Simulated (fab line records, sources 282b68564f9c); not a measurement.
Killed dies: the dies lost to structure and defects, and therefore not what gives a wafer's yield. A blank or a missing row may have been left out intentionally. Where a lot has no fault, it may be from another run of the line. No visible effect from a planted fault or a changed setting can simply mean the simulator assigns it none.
What tool caused it? / flow ritCmos / Sampling: 6 lots, 18 wafers, 2 of 202 route steps

== WHAT EACH GAUGE READ, for each wafer ==
RIT_CONTACT_CD_MEAS_08: target cd 1000 nm.
lot=L250; measured=day 3 10:39; on=cdSem-01; cdNm (nm)=1003.1 1000.5 1000.7
lot=L253; measured=day 4 02:45; on=cdSem-02; cdNm (nm)=1001.3 1000.6 1000.2
lot=L256; measured=day 4 14:16; on=cdSem-01; cdNm (nm)=1148.5 1146.3 1146.4
lot=L266; measured=day 6 20:14; on=cdSem-02; cdNm (nm)=997.4 998.2 995.2
lot=L269; measured=day 7 13:46; on=cdSem-02; cdNm (nm)=1000.1 999.5 999.9
lot=L271; measured=day 8 02:01; on=cdSem-01; cdNm (nm)=999.1 999.4 998.3

== WHAT TOOL EACH LOT RAN ON (gives the tool, then ch and the chambers of the sampled wafers, and finally the start) ==
lot=L250; RIT_CONTACT_EXPOSE_05=ilineStepper-01 ch 0, day 3 10:08
lot=L253; RIT_CONTACT_EXPOSE_05=ilineStepper-01 ch 0, day 4 02:14
lot=L256; RIT_CONTACT_EXPOSE_05=ilineStepper-01 ch 0, day 4 13:45
lot=L266; RIT_CONTACT_EXPOSE_05=ilineStepper-02 ch 0, day 6 19:43
lot=L269; RIT_CONTACT_EXPOSE_05=ilineStepper-02 ch 0, day 7 13:14
lot=L271; RIT_CONTACT_EXPOSE_05=ilineStepper-01 ch 0, day 8 01:11
- RIT_CONTACT_EXPOSE_05: exposes mask M11, target cd 1000 nm.

== THE ANSWER, worked out from the rows above alone ==
Rule: usual is defined by the lots themselves. The widest of any qualifying gaps counts: lots, ordered by their means at a reading, are off when they make up no more than a third of the lots, leave a main group of 4 or more, and stand apart from it by 3 or more times the standard deviation of that group's means. The tables above print the reading to a certain number of digits; a main group whose means all agree to those digits is not used. A lot without any number at a reading at which 4 lots or more have one is off too. All remaining lots with rows at the step are treated as sound.
Off: L256, at RIT_CONTACT_CD_MEAS_08 (cdNm). The main group has a mean of 999.6 nm with a standard deviation of 1.6.
A tool fits if, at a process step before that reading, it ran every lot that is off, and no sound lot after the first of them. Those tools and the gauges at RIT_CONTACT_CD_MEAS_08 are tried in the same way. Not one of the candidates tried fits.

== WHAT HAD BEEN PUT IN BY THE SIMULATOR ==
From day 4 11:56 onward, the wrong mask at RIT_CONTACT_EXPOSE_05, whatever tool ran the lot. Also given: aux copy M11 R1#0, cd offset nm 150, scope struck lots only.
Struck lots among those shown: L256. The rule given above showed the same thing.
